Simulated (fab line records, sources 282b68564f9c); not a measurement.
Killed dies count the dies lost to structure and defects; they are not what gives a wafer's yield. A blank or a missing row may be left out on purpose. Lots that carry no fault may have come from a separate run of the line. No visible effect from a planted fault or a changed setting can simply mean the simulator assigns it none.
Comparing a struck lot with a sound one ; flow rit_cmos ; 13 steps out of a route of 202
Sound: these wafers, L762.3, L762.4, L762.5. Wafers L759.2, L759.4, L759.6 were the ones struck. The cause comes at the end.
For every step that has rows: the tool of each side, followed by ch and its chambers, followed by its first start. Under that, the readings that differ: sound wafers ; struck wafers ; difference of the means ; sigmas: that difference in standard deviations of wafers without a fault.
alike: words and numbers the same on both sides, and readings whose means are apart by under 2 such deviations; not compared: readings that were withheld, readings missing a value for some wafer, numbers with overlapping values and no deviation given by the record, and bounds like >300 which may hide the same value.
The two part at a step that has a row with sigmas, a row that says differs or no value, or rows on one side only. When numbers do not overlap yet have no deviation, they are printed without sigmas and do not part them. Lack of a reading on every wafer of one side parts them only where that side has two or more wafers.

first, 2 steps without rows for these wafers: RIT_ACTIVE_PEB_09; RIT_ACTIVE_DEVELOP_10 (develop time 50 s).
RIT_ACTIVE_CD_MEAS_11 targets a cd of 1400 nm.
  sound on cd_sem-01, day 2 15:29; struck on cd_sem-02, day 2 02:29
  alike: cd_nm
then, 1 step without rows for these wafers: RIT_ACTIVE_HARDBAKE_12 (time 60 s).
RIT_ACTIVE_ETCH_13: etches Si3N4 in SF6, stops on SiO2, time 210 s, target depth 210 nm.
  sound on rie_diel-04 ch 0,1,3, day 2 15:43; struck on rie_diel-04 ch 0,3, day 2 02:53
  alike: SF6_flow_sccm, chamber_pressure_mTorr, drypump_motor_current_A, oes_product_au, throttle_valve_pct
  not compared: rf_hours_counter_h
RIT_ACTIVE_STRIP_14: strips in O2, time 180 s.
  sound on plasma_asher-01 ch 0,1, day 2 15:55; struck on plasma_asher-03 ch 0,1, day 2 03:01
  alike: drypump_motor_current_A, o2_flow_sccm
  not compared: rf_hours_counter_h
RIT_ACTIVE_CD_MEAS_90 targets a cd of 1400 nm.
  sound on cd_sem-02, day 2 16:04; struck on cd_sem-02, day 2 03:12
  alike: cd_nm
then, 4 steps without rows for these wafers: RIT_ACTIVE_CLEAN_15 (cleans in SC1, time 600 s); RIT_ACTIVE_CLEAN_16 (cleans in dHF, time 30 s); RIT_ACTIVE_CLEAN_17 (cleans in SC2, time 600 s); RIT_FOX1_OXIDATION_00 (target thk 350.7 nm, ox time 1130 s).
RIT_FOX1_THK_MEAS_01:
  sound on film_metro-01, day 2 19:51; struck on film_metro-02, day 2 05:10
reading;sound;struck;difference;sigmas
FOX1_OXIDE_THK (nm);326 328 325;353 361 359;+31;+3
RIT_FOX1_WET_ETCH_02: etches SiO2 in BOE, target depth 350 nm, time 390 s.
  sound on wet_bench-02 ch 1, day 2 19:53; struck on wet_bench-01 ch 1, day 2 05:13
  no value came back on the struck wafers for bath_heat_duty_pct (%), run_length_s (s); on the sound wafers bath_heat_duty_pct (%) reads 1.6 1.7 2.7
reading;sound;struck;difference;sigmas
model.SiO2_of_FOX1_OXIDATION_00.thk_nm (nm);0 0 0;353.7 360.9 358.8;+357.8;
model.Si3N4_of_ACTIVE_CVD_03.thk_nm (nm);137.9 139.7 138.6;141.6 142.4 142.9;+3.6;

WHERE THEY PART
At RIT_FOX1_THK_MEAS_01 first; at RIT_FOX1_WET_ETCH_02 last (within this record only).

WHY: what the simulator had put in
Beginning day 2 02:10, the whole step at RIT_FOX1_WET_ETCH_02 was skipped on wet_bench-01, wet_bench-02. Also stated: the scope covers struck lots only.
